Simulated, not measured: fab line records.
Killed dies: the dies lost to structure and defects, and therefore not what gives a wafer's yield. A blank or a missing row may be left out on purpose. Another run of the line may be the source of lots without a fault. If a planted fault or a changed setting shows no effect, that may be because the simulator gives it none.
8D (eight disciplines) problem report, filled in by code || flow berkeley-cmos170 || the parts of the form that need people (team, actions taken, sign-off) are left out

## 1. WHAT IS WRONG
Mean of bias-w at UCB170_M3_METAL_ETCH_18: 135.0 W over 3 wafers from 1 lot, against 120.0 W (standard deviation 0.35) on wafers with no fault. That puts it +43 standard deviations away from the usual mean.
The step: etches Al in Cl2/BCl3, stops on SiO2, target depth 1170 nm, time 195 s.
First seen on wafer L544.1, day 11 22:20, on rie-metal-03. The record has a number at this step for 15 wafers belonging to 5 lots. Rule for "out", or "out of limits": more than 4 standard deviations from the usual mean. The other wafers with a number count as sound.

## 2. WHAT IT IS, AND WHAT IT ISN'T
{"question": "which readings at this step", "is": "bias-w", "is not": "drypump-motor-current-A, oes-product-au, throttle-valve-pct"}
{"question": "which lots", "is": "L544", "is not": "L530, L531, L548, L551"}
{"question": "which wafers of those lots", "is": "all that have a number", "is not": "-"}
{"question": "read on which tools", "is": "rie-metal-03", "is not": "rie-metal-02, rie-metal-04"}
{"question": "when", "is": "from day 11 22:20", "is not": "up to then (6 sound wafers); but 6 sound wafers of L548, L551 came after"}

## 3. THE SUSPECTS, EACH WITH WHAT RULES IT OUT
Counting: a tool at any process step up to the reading remains a suspect when it ran all the lots that are out and ran no sound lot after the first of those.
- plasma-asher-03 at UCB170_M3_STRIP_07 (strips in O2): ruled out as a lasting fault. The sound lots L548 went through it after L544, its earliest lot that is out (day 11 20:26).
- rie-diel-03 at UCB170_M3_ETCH_17 (etches BARC in N2/H2): ruled out as a lasting fault. The sound lots L548, L551 went through it after L544, its earliest lot that is out (day 11 22:18).
- rie-metal-03 at UCB170_M3_METAL_ETCH_18 (etches Al in Cl2/BCl3, stops on SiO2, target depth 1170 nm, time 195 s): kept. It ran the lot that is out, L544 (day 11 22:20), and no sound lot after that; its last sound lot up to then is L531 (day 9 03:58). Out on those wafers are its own readings of bias-w.
Left after counting: rie-metal-03 at UCB170_M3_METAL_ETCH_18.

## 4. THE CAUSE (what the simulator had put in)
rie-metal-03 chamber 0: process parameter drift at UCB170_M3_METAL_ETCH_18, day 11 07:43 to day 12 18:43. The setting bias-w was moved by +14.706, starting from 120. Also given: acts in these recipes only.
Counting left only this tool.

## 5. SEQUENCE OF EFFECTS, ordered by route
Rows list readings where the struck wafers' mean (over those with a number) sits beyond 3 standard deviations from the usual. Scope: only readings with a usual standard deviation given in the record; hours: median across lots of the time from each lot's start at the first step in this table that gives one to its start at this step; sigmas: change in usual standard deviations.
{"hours": 0, "step": "UCB170_M3_METAL_ETCH_18", "reading": "bias-w", "usual": "120.0 W", "on struck wafers": 135.0, "change": "+15.0", "sigmas": "+43"}
{"hours": 0, "step": "UCB170_M3_STRIP_19", "reading": "oes-product-au", "usual": "0.549 a.u.", "on struck wafers": 0.513, "change": -0.036, "sigmas": -3.0}
The process steps in it:
- UCB170_M3_METAL_ETCH_18: etches Al in Cl2/BCl3, stops on SiO2, target depth 1170 nm, time 195 s.
- UCB170_M3_STRIP_19: strips in O2.
Later measuring or inspecting steps at which every struck wafer that the step has a row for has a number for every such reading, and none has moved that far: UCB170_M3_CD_MEAS_90.

## 6. WHAT WOULD HAVE CAUGHT IT SOONER
The fault began at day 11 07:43; the first out-of-limits reading in this record came at day 11 22:20, 15 hours later.
